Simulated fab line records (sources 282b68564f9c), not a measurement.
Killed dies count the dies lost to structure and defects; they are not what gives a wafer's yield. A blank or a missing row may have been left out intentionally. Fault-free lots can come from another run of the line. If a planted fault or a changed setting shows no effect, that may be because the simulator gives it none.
Split-lot trial / flow rit cmos / 23 wafers read from 5 lots, route of 202 steps

THE SPLIT
At RIT_NRETRO_COAT_01 (resist thk 1300 nm), the setting spin rpm was moved away from the recipe's 2000 rpm on 11 of the 23 wafers read, by -5.4% to +5.8%. All remaining wafers had this setting at the recipe value.

FROM THE SPLIT TO THE READING: what the file shows between them, 3 steps
- RIT_NRETRO_SOFTBAKE_02: time 62.31 s
- RIT_NRETRO_EXPOSE_03: exposes mask M4, target cd 43900 nm
- RIT_NRETRO_DEVELOP_05: develop time 68 s

THE READING
NOVOLAK_of_NRETRO_COAT_01.thk nm (the simulator's own value, which no gauge read), in nm, at RIT_NRETRO_HARDBAKE_07 (time 120 s). No usual value for it is given in the file. Here, 12 wafers ran the recipe; their average is 1134 nm with a standard deviation of 2.2 nm.

wafer=L074.1; tool, chamber at the split=litho track-03, 0; spin rpm as run, rpm=2000; against the recipe=recipe; NOVOLAK_of_NRETRO_COAT_01.thk nm, nm=1131; against lot-mates on the recipe=-
wafer=L074.3; tool, chamber at the split=litho track-03, 0; spin rpm as run, rpm=2000; against the recipe=recipe; NOVOLAK_of_NRETRO_COAT_01.thk nm, nm=1133; against lot-mates on the recipe=-
wafer=L074.4; tool, chamber at the split=litho track-03, 0; spin rpm as run, rpm=2115; against the recipe=+5.8%; NOVOLAK_of_NRETRO_COAT_01.thk nm, nm=1101; against lot-mates on the recipe=-30
wafer=L074.5; tool, chamber at the split=litho track-03, 0; spin rpm as run, rpm=2115; against the recipe=+5.8%; NOVOLAK_of_NRETRO_COAT_01.thk nm, nm=1101; against lot-mates on the recipe=-30
wafer=L074.6; tool, chamber at the split=litho track-03, 0; spin rpm as run, rpm=2000; against the recipe=recipe; NOVOLAK_of_NRETRO_COAT_01.thk nm, nm=1129; against lot-mates on the recipe=-
wafer=L078.1; tool, chamber at the split=litho track-04, 0; spin rpm as run, rpm=1892; against the recipe=-5.4%; NOVOLAK_of_NRETRO_COAT_01.thk nm, nm=1170; against lot-mates on the recipe=+35
wafer=L078.2; tool, chamber at the split=litho track-04, 0; spin rpm as run, rpm=1892; against the recipe=-5.4%; NOVOLAK_of_NRETRO_COAT_01.thk nm, nm=1164; against lot-mates on the recipe=+29
wafer=L078.3; tool, chamber at the split=litho track-04, 0; spin rpm as run, rpm=2000; against the recipe=recipe; NOVOLAK_of_NRETRO_COAT_01.thk nm, nm=1135; against lot-mates on the recipe=-
wafer=L078.6; tool, chamber at the split=litho track-04, 0; spin rpm as run, rpm=2000; against the recipe=recipe; NOVOLAK_of_NRETRO_COAT_01.thk nm, nm=1135; against lot-mates on the recipe=-
wafer=L078.5; tool, chamber at the split=litho track-04, 0; spin rpm as run, rpm=1892; against the recipe=-5.4%; NOVOLAK_of_NRETRO_COAT_01.thk nm, nm=1167; against lot-mates on the recipe=+32
wafer=L080.1; tool, chamber at the split=litho track-04, 0; spin rpm as run, rpm=1910; against the recipe=-4.5%; NOVOLAK_of_NRETRO_COAT_01.thk nm, nm=1160; against lot-mates on the recipe=+28
wafer=L080.6; tool, chamber at the split=litho track-04, 0; spin rpm as run, rpm=1910; against the recipe=-4.5%; NOVOLAK_of_NRETRO_COAT_01.thk nm, nm=1160; against lot-mates on the recipe=+28
wafer=L080.3; tool, chamber at the split=litho track-04, 0; spin rpm as run, rpm=1910; against the recipe=-4.5%; NOVOLAK_of_NRETRO_COAT_01.thk nm, nm=1158; against lot-mates on the recipe=+26
wafer=L080.4; tool, chamber at the split=litho track-04, 0; spin rpm as run, rpm=2000; against the recipe=recipe; NOVOLAK_of_NRETRO_COAT_01.thk nm, nm=1131; against lot-mates on the recipe=-
wafer=L080.5; tool, chamber at the split=litho track-04, 0; spin rpm as run, rpm=2000; against the recipe=recipe; NOVOLAK_of_NRETRO_COAT_01.thk nm, nm=1134; against lot-mates on the recipe=-
wafer=L082.1; tool, chamber at the split=litho track-04, 0; spin rpm as run, rpm=2000; against the recipe=recipe; NOVOLAK_of_NRETRO_COAT_01.thk nm, nm=1135; against lot-mates on the recipe=-
wafer=L082.2; tool, chamber at the split=litho track-04, 0; spin rpm as run, rpm=2062; against the recipe=+3.1%; NOVOLAK_of_NRETRO_COAT_01.thk nm, nm=1118; against lot-mates on the recipe=-18
wafer=L082.4; tool, chamber at the split=litho track-04, 0; spin rpm as run, rpm=2000; against the recipe=recipe; NOVOLAK_of_NRETRO_COAT_01.thk nm, nm=1137; against lot-mates on the recipe=-
wafer=L082.5; tool, chamber at the split=litho track-04, 0; spin rpm as run, rpm=2062; against the recipe=+3.1%; NOVOLAK_of_NRETRO_COAT_01.thk nm, nm=1119; against lot-mates on the recipe=-17
wafer=L082.6; tool, chamber at the split=litho track-04, 0; spin rpm as run, rpm=2062; against the recipe=+3.1%; NOVOLAK_of_NRETRO_COAT_01.thk nm, nm=1117; against lot-mates on the recipe=-19
wafer=L084.3; tool, chamber at the split=litho track-03, 0; spin rpm as run, rpm=2000; against the recipe=recipe; NOVOLAK_of_NRETRO_COAT_01.thk nm, nm=1132; against lot-mates on the recipe=-
wafer=L084.5; tool, chamber at the split=litho track-03, 0; spin rpm as run, rpm=2000; against the recipe=recipe; NOVOLAK_of_NRETRO_COAT_01.thk nm, nm=1135; against lot-mates on the recipe=-
wafer=L084.6; tool, chamber at the split=litho track-03, 0; spin rpm as run, rpm=2000; against the recipe=recipe; NOVOLAK_of_NRETRO_COAT_01.thk nm, nm=1135; against lot-mates on the recipe=-

THE FIT
A straight line over all 23 wafers: NOVOLAK_of_NRETRO_COAT_01.thk nm changes by -5.77 nm for each +1% of spin rpm; r = -0.99; the points scatter about the line by 2.2 nm.
The same after taking each lot's own level away (the mean of its wafers on the recipe; 23 wafers): -5.71 nm for each +1%; r = -1.00; scatter 1.7 nm.
According to that fit, moving spin rpm by its largest amount changes the reading by 33 nm.
Measured against the standard deviation above, the lots' own levels, which go from 1131.0 to 1136.0 nm, span 2.3 times it.
The two slopes agree, so the slope changes little with the lot-to-lot level.
Check: for one of the wafers moved furthest among these (+5.8%), held out of the fit, the line's prediction against its lot-mates is -32.9 nm. Against them it came out at -30 nm.

OTHER SPLITS APPLIED TO THESE WAFERS
Note: prior to the reading, these wafers also went through further splits. Each is held against what the fit with the lots' levels taken away leaves over:
other split on the same wafers=RIT_ACTIVE_OXIDATION_01 temp c; wafers away from the commonest value=5; r with NOVOLAK_of_NRETRO_COAT_01.thk nm (lot level and that fit taken away)=+0.22
other split on the same wafers=RIT_ACTIVE_CVD_03 temp c; wafers away from the commonest value=10; r with NOVOLAK_of_NRETRO_COAT_01.thk nm (lot level and that fit taken away)=-0.26
other split on the same wafers=RIT_ACTIVE_ETCH_13 pressure mtorr; wafers away from the commonest value=15; r with NOVOLAK_of_NRETRO_COAT_01.thk nm (lot level and that fit taken away)=+0.08
other split on the same wafers=RIT_FOX2_OXIDATION_00 temp c; wafers away from the commonest value=10; r with NOVOLAK_of_NRETRO_COAT_01.thk nm (lot level and that fit taken away)=+0.19
other split on the same wafers=RIT_FOX2_WET_ETCH_03 time s; wafers away from the commonest value=15; r with NOVOLAK_of_NRETRO_COAT_01.thk nm (lot level and that fit taken away)=+0.13

THE WHOLE CHAIN: every reading that the file lists as answering this split, in the file's order
step=RIT_NRETRO_COAT_01; what it does=resist thk 1300 nm; reading=NOVOLAK_of_NRETRO_COAT_01.thk nm (the simulator's own value, which no gauge read); change (the file's fit)=-6.63 nm for each +1% of the setting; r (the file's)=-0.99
step=RIT_NRETRO_HARDBAKE_07; what it does=time 120 s; reading=NOVOLAK_of_NRETRO_COAT_01.thk nm (the simulator's own value, which no gauge read); change (the file's fit)=-5.7 nm for each +1% of the setting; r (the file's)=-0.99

FILE'S OWN FIT
NOVOLAK_of_NRETRO_COAT_01.thk nm changes by -5.7 nm for each +1% of spin rpm, r = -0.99.
